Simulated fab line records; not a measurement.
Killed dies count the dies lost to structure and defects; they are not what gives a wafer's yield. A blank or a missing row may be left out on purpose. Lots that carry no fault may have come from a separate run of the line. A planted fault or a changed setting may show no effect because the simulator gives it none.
Which tool did it?	flow rit_cmos	15 lots, 45 wafers sampled, at 6 steps of a route of 202

== WHAT EACH GAUGE READ, for each wafer ==
RIT_GATE_CD_MEAS_16: the cd target is 150 nm.
lot	measured	on	cd_nm (nm)
L118	day 2 21:20	cd_sem-01	150.0 148.5 148.4
L120	day 3 07:04	cd_sem-02	150.8 153.3 150.0
L123	day 3 19:07	cd_sem-02	147.3 145.4 147.2
L124	day 4 03:39	cd_sem-01	151.0 151.7 153.4
L125	day 4 05:26	cd_sem-02	150.1 147.9 149.6
L126	day 4 09:49	cd_sem-01	157.4 154.8 154.2
L127	day 4 19:42	cd_sem-02	152.1 151.6 152.1
L128	day 4 20:34	cd_sem-01	150.3 148.3 149.2
L130	day 5 05:28	cd_sem-01	151.4 150.9 151.2
L133	day 5 21:37	cd_sem-02	148.4 153.2 149.9
L134	day 6 01:08	cd_sem-01	152.4 152.9 149.4
L135	day 6 06:13	cd_sem-01	150.7 148.0 148.9
L136	day 6 13:10	cd_sem-02	145.7 148.1 145.3
L139	day 7 04:35	cd_sem-01	147.5 149.1 146.8
L140	day 7 12:09	cd_sem-02	154.3 155.5 153.0

RIT_NLDD_TW_MEAS_10.
lot	measured	on	NLDD_TW
L118	day 3 03:55	film_metro-03	2487 2502 2509
L120	day 3 13:31	film_metro-02	2511 2505 2516
L123	day 4 00:39	film_metro-03	2485 2507 2491
L124	day 4 08:50	film_metro-02	2507 2514 2512
L125	day 4 10:52	film_metro-02	2511 2523 2518
L126	day 4 17:27	film_metro-02	2510 2516 2519
L127	day 5 00:57	film_metro-01	2521 2535 2532
L128	day 5 01:39	film_metro-02	2530 2514 2507
L130	day 5 10:43	film_metro-02	2499 2517 2496
L133	day 6 02:39	film_metro-03	2666 2673 2678
L134	day 6 06:48	film_metro-02	2505 2513 2520
L135	day 6 12:15	film_metro-02	2528 2512 2522
L136	day 6 18:23	film_metro-03	2681 2667 2661
L139	day 7 10:27	film_metro-01	2684 2685 2697
L140	day 7 18:16	film_metro-02	2515 2488 2490

RIT_SDANNEAL_RS_MEAS_07: uses a four-point probe to measure.
lot	measured	on	NLDD_RS (ohm/sq)
L118	day 3 11:52	film_metro-03	151.8 151.9 150.9
L120	day 3 21:29	film_metro-01	151.4 150.7 151.7
L123	day 4 08:17	film_metro-03	151.5 152.2 151.7
L124	day 4 17:03	film_metro-01	151.6 151.8 152.2
L125	day 4 18:46	film_metro-02	151.7 151.7 151.9
L126	day 5 01:23	film_metro-02	151.5 150.9 151.5
L127	day 5 09:06	film_metro-01	151.7 152.0 151.9
L128	day 5 10:14	film_metro-01	152.1 151.8 151.8
L130	day 5 19:30	film_metro-01	152.6 152.3 152.4
L133	day 6 10:39	film_metro-02	122.5 122.6 122.8
L134	day 6 14:48	film_metro-02	152.3 151.9 151.8
L135	day 6 20:25	film_metro-03	151.4 151.5 151.9
L136	day 7 02:24	film_metro-03	122.4 122.6 122.0
L139	day 7 18:14	film_metro-03	122.7 122.8 123.0
L140	day 8 02:01	film_metro-01	151.4 151.2 150.7

== EACH LOT AND THE TOOL THAT RAN IT (in order: tool; ch and the chambers of the sampled wafers; start) ==
lot	RIT_PWELL_STRIP_09	RIT_PRETRO_STRIP_09	RIT_NLDD_IMPLANT_08
L118	plasma_asher-03 ch 0,1, day 2 05:01	plasma_asher-01 ch 0,1, day 2 13:26	implanter-04 ch 0, day 3 03:37
L120	plasma_asher-02 ch 0, day 2 15:54	plasma_asher-02 ch 0,1, day 3 00:52	implanter-04 ch 0, day 3 13:13
L123	plasma_asher-04 ch 0,1, day 3 05:44	plasma_asher-01 ch 0,1, day 3 14:11	implanter-04 ch 0, day 4 00:19
L124	plasma_asher-04 ch 0,1, day 3 11:19	plasma_asher-04 ch 0,1, day 3 19:58	implanter-04 ch 0, day 4 08:31
L125	plasma_asher-03 ch 0,1, day 3 14:56	plasma_asher-01 ch 0,1, day 3 23:58	implanter-03 ch 0, day 4 10:35
L126	plasma_asher-02 ch 0,1, day 3 19:28	plasma_asher-02 ch 0,1, day 4 04:56	implanter-02 ch 0, day 4 17:10
L127	plasma_asher-04 ch 0,1, day 4 06:08	plasma_asher-04 ch 0,1, day 4 14:52	implanter-04 ch 0, day 5 00:38
L128	plasma_asher-02 ch 0,1, day 4 07:02	plasma_asher-02 ch 0,1, day 4 15:35	implanter-03 ch 0, day 5 01:20
L130	plasma_asher-03 ch 0,1, day 4 15:42	plasma_asher-04 ch 0,1, day 5 00:19	implanter-04 ch 0, day 5 10:26
L133	plasma_asher-03 ch 0,1, day 5 07:41	plasma_asher-02 ch 0,1, day 5 16:22	implanter-03 ch 0, day 6 02:20
L134	plasma_asher-04 ch 0,1, day 5 11:19	plasma_asher-01 ch 0,1, day 5 19:59	implanter-04 ch 0, day 6 06:29
L135	plasma_asher-02 ch 0,1, day 5 16:33	plasma_asher-01 ch 0,1, day 6 01:13	implanter-04 ch 0, day 6 11:56
L136	plasma_asher-03 ch 0,1, day 5 21:55	plasma_asher-01 ch 0, day 6 06:29	implanter-03 ch 0, day 6 18:03
L139	plasma_asher-03 ch 0,1, day 6 13:28	plasma_asher-01 ch 0,1, day 6 22:01	implanter-03 ch 0, day 7 10:07
L140	plasma_asher-02 ch 0,1, day 6 19:30	plasma_asher-02 ch 0,1, day 7 04:35	implanter-04 ch 0, day 7 17:58
- RIT_PWELL_STRIP_09: strips in O2, time 180 s.
- RIT_PRETRO_STRIP_09: strips in O2, time 180 s.
- RIT_NLDD_IMPLANT_08

== WHAT THE TOOLS THEMSELVES READ (means of the sampled wafers that have a number; where no wafer has one, the mark that the record gives instead) ==
RIT_PWELL_STRIP_09.
lot	tool	drypump_motor_current_A (A)
L118	plasma_asher-03	6.01
L120	plasma_asher-02	6.00
L123	plasma_asher-04	5.76
L124	plasma_asher-04	5.77
L125	plasma_asher-03	6.04
L126	plasma_asher-02	5.76
L127	plasma_asher-04	5.76
L128	plasma_asher-02	5.78
L130	plasma_asher-03	6.04
L133	plasma_asher-03	6.01
L134	plasma_asher-04	5.74
L135	plasma_asher-02	5.79
L136	plasma_asher-03	6.05
L139	plasma_asher-03	6.06
L140	plasma_asher-02	5.56

RIT_PRETRO_STRIP_09.
lot	tool	drypump_motor_current_A (A)
L118	plasma_asher-01	5.9
L120	plasma_asher-02	5.5
L123	plasma_asher-01	5.9
L124	plasma_asher-04	5.8
L125	plasma_asher-01	5.9
L126	plasma_asher-02	5.8
L127	plasma_asher-04	5.7
L128	plasma_asher-02	5.5
L130	plasma_asher-04	5.8
L133	plasma_asher-02	5.5
L134	plasma_asher-01	5.6
L135	plasma_asher-01	5.6
L136	plasma_asher-01	5.4
L139	plasma_asher-01	5.9
L140	plasma_asher-02	5.8

RIT_NLDD_IMPLANT_08.
lot	tool	dose_ions_cm2	faraday_current_uA
L118	implanter-04	4.998e+14	1566
L120	implanter-04	5.000e+14	1610
L123	implanter-04	4.997e+14	1583
L124	implanter-04	4.993e+14	1543
L125	implanter-03	4.998e+14	1586
L126	implanter-02	5.001e+14	1578
L127	implanter-04	5.002e+14	1598
L128	implanter-03	4.997e+14	1571
L130	implanter-04	4.999e+14	1567
L133	implanter-03	6.498e+14	2007
L134	implanter-04	5.000e+14	1599
L135	implanter-04	5.000e+14	1561
L136	implanter-03	6.505e+14	2058
L139	implanter-03	6.501e+14	2053
L140	implanter-04	5.000e+14	1563

== THE ANSWER, worked out from the rows above alone ==
Rule: the usual values come from the lots themselves. Put in order of their means at a reading, lots are off if they are a third of the lots or fewer, leave a main group of 4 or more, and stand apart from it by a gap of 3 or more times the standard deviation of the main group's means; of several such gaps the widest counts. The tables above print the reading to a certain number of digits; a main group whose means all agree to those digits is not used. Also off: a lot with no number at a reading for which 4 or more lots have one. The other lots that the step has rows for count as sound. The gauges are gone through in route order, then the tools' own readings, and for those a lot's mean is taken as printed above. The first step at which some lot is off is used, and at that step the reading that is off furthest; a lot without a number counts as furthest.
Off: L133, L136, L139, at RIT_NLDD_TW_MEAS_10 (NLDD_TW). Mean 2511 and standard deviation 9.9 in the main group.
If a tool, at a process step before that reading, ran all the lots that are off and no sound lot after the first of them, it fits. Not tried: the gauges at RIT_NLDD_TW_MEAS_10; whatever is off there is also off at RIT_NLDD_IMPLANT_08, on other tools, and gauge error can't account for it. This does not decide it: 2 tools fit, namely plasma_asher-03 at RIT_PWELL_STRIP_09 and implanter-03 at RIT_NLDD_IMPLANT_08.

== WHAT WAS PUT IN BY THE SIMULATOR ==
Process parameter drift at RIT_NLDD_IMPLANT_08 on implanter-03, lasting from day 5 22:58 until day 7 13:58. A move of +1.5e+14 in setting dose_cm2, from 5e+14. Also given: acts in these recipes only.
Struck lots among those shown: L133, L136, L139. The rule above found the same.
